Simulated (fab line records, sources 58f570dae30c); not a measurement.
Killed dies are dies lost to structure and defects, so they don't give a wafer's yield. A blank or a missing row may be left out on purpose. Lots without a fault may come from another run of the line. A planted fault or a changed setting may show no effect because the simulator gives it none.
Chamber matching | flow berkeley_cmos170 | UCB170_ACTIVE_ETCH_15 on rie_diel-01: 4 sister chambers
The step etches Si3N4 in CH3F/Ar/O2, stops on SiO2, target depth 242 nm, time 151 s. 14 wafers are shown with their chamber, then 7 later ones without.

WAFERS WITH THEIR CHAMBER
wafer  | chamber | drypump_motor_current_A (A) | throttle_valve_pct (%) | oes_product_au (a.u.)
L728.1 | 0       | 5.3                         | 8.00                   | 0.935
L728.2 | 1       | 5.1                         | 7.98                   | 0.938
L728.3 | 3       | 5.7                         | 8.19                   | 0.960
L730.4 | 3       | 5.7                         | 8.17                   | 0.963
L730.5 | 1       | 5.1                         | 7.96                   | 0.944
L730.6 | 2       | 5.9                         | 8.04                   | 0.934
L735.1 | 1       | 5.1                         | 7.97                   | 0.947
L735.2 | 0       | 5.3                         | 8.01                   | 0.951
L735.3 | 3       | 5.8                         | 8.20                   | 0.968
L738.2 | 3       | 5.7                         | 8.19                   | 0.969
L738.3 | 0       | 5.3                         | 8.00                   | 0.947
L738.5 | 2       | 5.9                         | 8.02                   | 0.940
L741.2 | 3       | 5.7                         | 8.18                   | 0.978
L741.4 | 0       | 5.3                         | 8.00                   | 0.945

SIGNATURES (means of the wafers above)
reading                 | chamber 0 | chamber 1 | chamber 2 | chamber 3 | scatter within a chamber
drypump_motor_current_A | 5.300     | 5.100     | 5.900     | 5.720     | 0.0283
throttle_valve_pct      | 8.0025    | 7.9700    | 8.0300    | 8.1860    | 0.00997
oes_product_au          | 0.94450   | 0.94300   | 0.93700   | 0.96760   | 0.00623
Rule: a wafer's distance from a chamber is the root of the sum, over the readings, of the square of ((its reading less the chamber's mean) divided by the reading's scatter). The wafer belongs to the nearest chamber; if the next one is less than 2 further off, it can't be placed. The scatter: the root of (the sum of the squares of (reading less its chamber's mean) over the shown wafers, divided by (wafers less chambers)).

WAFERS WITHOUT THEIR CHAMBER
wafer  | drypump_motor_current_A (A) | throttle_valve_pct (%) | oes_product_au (a.u.)
L741.6 | 5.7                         | 8.20                   | 0.987
L742.1 | 5.1                         | 7.96                   | 0.962
L742.2 | 6.0                         | 8.03                   | 0.941
L742.5 | 5.9                         | 8.04                   | 0.940
L748.1 | 5.9                         | 8.02                   | 0.938
L748.4 | 5.3                         | 7.99                   | 0.923
L748.5 | 5.2                         | 7.97                   | 0.931

WHICH CHAMBER EACH WENT THROUGH
wafer  | from the rows above     | in truth
L741.6 | 3                       | 3
L742.1 | 1                       | 1
L742.2 | 2                       | 2
L742.5 | 2                       | 2
L748.1 | 2                       | 2
L748.4 | 0                       | 0
L748.5 | can't be placed: 1 or 0 | 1
Placed correctly: 6 of 7. Can't be placed from these rows: 1 (the true chamber is among the candidates in 1). Placed wrongly: 0.
